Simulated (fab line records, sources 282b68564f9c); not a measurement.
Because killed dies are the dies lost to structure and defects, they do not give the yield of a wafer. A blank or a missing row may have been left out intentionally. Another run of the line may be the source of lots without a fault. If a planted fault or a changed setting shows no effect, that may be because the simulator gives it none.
Commonality check across tools | flow rit cmos | 14 lots and 48 wafers in the sample

## REASON IT WAS OPENED
On 2 of the 14 lots, a flag is raised at RIT_M1_CD_MEAS_09 on the reading cd nm. Fault-free wafers read 2599.4 nm, with a standard deviation of 1.7.
Rule: a lot is flagged when every wafer of it that has a number lies more than 4 standard deviations from that mean, or none has a number. All remaining lots are regarded as sound.

lot  | measured    | on        | cd nm (nm), wafer by wafer                | flag
L385 | day 3 17:01 | cd sem-02 | 2599.9 2601.4 2601.9                      |
L387 | day 3 23:14 | cd sem-02 | 2600.8 2598.5 2599.0                      |
L388 | day 4 07:13 | cd sem-02 | 2598.2 2598.6 2596.9                      |
L389 | day 4 10:56 | cd sem-02 | 2601.1 2600.7 2601.6                      |
L390 | day 4 11:04 | cd sem-01 | 2596.9 2598.9 2600.1                      |
L391 | day 4 23:41 | cd sem-02 | 2598.2 2599.8 2599.9                      |
L392 | day 5 02:18 | cd sem-02 | 2603.0 2602.8 2602.1                      |
L393 | day 5 03:16 | cd sem-02 | 2598.6 2598.9 2598.3                      |
L401 | day 7 00:17 | cd sem-01 | 2610.1 2609.6 2610.1 2610.5 2609.9 2609.9 | FLAGGED
L402 | day 7 06:02 | cd sem-02 | 2609.1 2608.0 2610.3 2609.1 2608.2 2610.2 | FLAGGED
L403 | day 7 08:46 | cd sem-01 | 2600.0 2598.9 2597.4                      |
L404 | day 7 12:10 | cd sem-01 | 2599.8 2601.2 2598.4                      |
L406 | day 7 20:58 | cd sem-01 | 2598.5 2598.8 2598.2                      |
L407 | day 8 00:03 | cd sem-01 | 2595.8 2597.5 2598.4                      |
The numbers of the flagged lots are 2609.6 nm on average: +10.2 nm against the usual, or +6 standard deviations.

## LOT BY LOT: THE TOOL USED
The record holds 1 process step before the reading, out of a route of 202 steps. Read each cell as the tool, then ch plus the chambers that the sampled wafers visited, then the start.
lot  | flag    | RIT_M1_DEVELOP_08
L385 |         | litho track-04 ch 0, day 3 16:00
L387 |         | litho track-01 ch 0, day 3 23:00
L388 |         | litho track-02 ch 0, day 4 07:00
L389 |         | litho track-04 ch 0, day 4 10:00
L390 |         | litho track-01 ch 0, day 4 10:00
L391 |         | litho track-01 ch 0, day 4 23:00
L392 |         | litho track-02 ch 0, day 5 02:00
L393 |         | litho track-04 ch 0, day 5 03:00
L401 | FLAGGED | litho track-02 ch 0, day 7 00:00
L402 | FLAGGED | litho track-02 ch 0, day 7 05:00
L403 |         | litho track-04 ch 0, day 7 08:00
L404 |         | litho track-04 ch 0, day 7 12:00
L406 |         | litho track-01 ch 0, day 7 20:00
L407 |         | litho track-04 ch 0, day 7 23:00
What the steps here do:
- RIT_M1_DEVELOP_08: develop time 68 s.
- RIT_M1_CD_MEAS_09: target cd 2600 nm.

## FLAGGED AGAINST TOTAL, ONE TOOL AT A TIME (gauges that did the reading follow at the end)
step              | tool           | lots run | flagged | share of the flagged lots | sound lots run after its first flagged lot
RIT_M1_DEVELOP_08 | litho track-01 | 4        | 0       | none                      | -
RIT_M1_DEVELOP_08 | litho track-02 | 4        | 2       | all                       | 0
RIT_M1_DEVELOP_08 | litho track-04 | 6        | 0       | none                      | -
RIT_M1_CD_MEAS_09 | cd sem-01      | 6        | 1       | some                      | 4 (L403,L404,L406,L407)
RIT_M1_CD_MEAS_09 | cd sem-02      | 8        | 1       | some                      | 0

## WHAT THE TABLE ALLOWS
Rows of the table that ran each flagged lot: 1, that is litho track-02 at RIT_M1_DEVELOP_08.
- litho track-02 at RIT_M1_DEVELOP_08 ran 4 lots, 2 of them flagged. Last sound lot L392 at day 5 02:00, first flagged lot L401 at day 7 00:00; a fault beginning in between fits.
What remains is a single tool, litho track-02 at RIT_M1_DEVELOP_08.

## WHAT WAS PUT IN BY THE SIMULATOR
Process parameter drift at RIT_M1_DEVELOP_08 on litho track-02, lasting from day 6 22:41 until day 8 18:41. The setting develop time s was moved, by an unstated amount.
Lots struck among those shown: L401, L402. The rule above reached the same finding.
